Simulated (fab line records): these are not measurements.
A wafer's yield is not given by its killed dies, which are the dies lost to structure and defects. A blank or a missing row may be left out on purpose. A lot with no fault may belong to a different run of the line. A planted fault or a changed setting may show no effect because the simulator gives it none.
Problem report in the 8D (eight disciplines) form, filled by code	flow berkeley-cmos170	the parts of the form that need people (team, actions taken, sign-off) are left out

== 1. THE PROBLEM ==
M3_AL_RS at UCB170_M3_RS_MEAS_02 reads a mean of 0.08594 ohm/sq on 6 wafers of 2 lots; wafers without a fault read 0.03179 ohm/sq with a standard deviation of 0.00025. So: +99 or more standard deviations from the usual mean.
The step: measures by four-point-probe.
The first sign was on wafer L621.4 at day 10 11:46, on film-metro-04. The record holds 42 wafers of 14 lots with a number at this step. By rule, "out" or "out of limits" means more than 4 standard deviations away from the usual mean. The rest of the wafers with a number are treated as sound.

== 2. WHAT IT IS AND WHAT IT IS NOT ==
question	is	is not
which readings at this step	M3_AL_RS	-
which lots	L621, L624	L607, L608, L609, L610, L612, L613, L615, L616, L617, L618, L620, L630
which wafers of those lots	all that have a number	-
read on which gauges	film-metro-03, film-metro-04	film-metro-02
when	from day 10 11:46	up to then (33 sound wafers); but 3 sound wafers of L630 came after

== 3. SUSPECTS, AND WHAT RULES EACH OUT ==
Counting: a tool at any process step up to the reading remains a suspect when it ran all the lots that are out and ran no sound lot after the first of those.
- the gauge at UCB170_M3_RS_MEAS_02: ruled out. 2 gauges (film-metro-03, film-metro-04) read the wafers that are out.
- pvd-sputter-02 at UCB170_M3_SPUTTER_01 (material Al, target thk 900 nm, time 120 s): kept. All lots that are out passed through it, beginning with L621 at day 10 11:37, and no sound lot followed; its final sound lot before that point was L617 at day 9 04:49.
Left after counting: pvd-sputter-02 at UCB170_M3_SPUTTER_01.

== 4. THE CAUSE (what the simulator had put in) ==
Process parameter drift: pvd-sputter-02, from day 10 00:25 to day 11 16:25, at UCB170_M3_SPUTTER_01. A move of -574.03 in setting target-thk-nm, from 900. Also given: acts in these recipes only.
The count eliminated every tool but this one.

== 5. THE EFFECT CHAIN, in route order ==
Each row: a reading where the mean over the struck wafers with a number is more than 3 standard deviations away from the usual. Readings are gone through only where the record gives a usual standard deviation; hours: the median, over the lots, of the time from a lot's start at the first step in this table giving one to that lot's start at this step; sigmas: the change measured in usual standard deviations.
hours	step	reading	usual	on struck wafers	change	sigmas
0	UCB170_M3_RS_MEAS_02	M3_AL_RS	0.03179 ohm/sq	0.08594	+0.05415	+99 or more
0	UCB170_M3_THK_MEAS_03	M3_AL_THK	905 nm	340	-564	-67
3	UCB170_M3_METAL_ETCH_18	oes-product-au	0.852 a.u.	0.552	-0.300	-34
The process steps in it:
- UCB170_M3_METAL_ETCH_18: etches Al in Cl2/BCl3, stops on SiO2, target depth 1170 nm, time 195 s.

== 6. HOW IT WOULD HAVE BEEN CAUGHT EARLIER ==
In this record the first reading out of limits at a measuring or inspecting step was taken at day 10 11:46, 11 hours after the fault began at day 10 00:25.
Of the tool readings at UCB170_M3_SPUTTER_01 for which the record gives a usual standard deviation, none was out on any struck wafer, so an alarm limit of 4 standard deviations on them would not have fired.
Among the 2 lots that are out, L624 began UCB170_M3_SPUTTER_01 on pvd-sputter-02 after day 10 11:46. Putting the tool on hold at that point would have spared it.
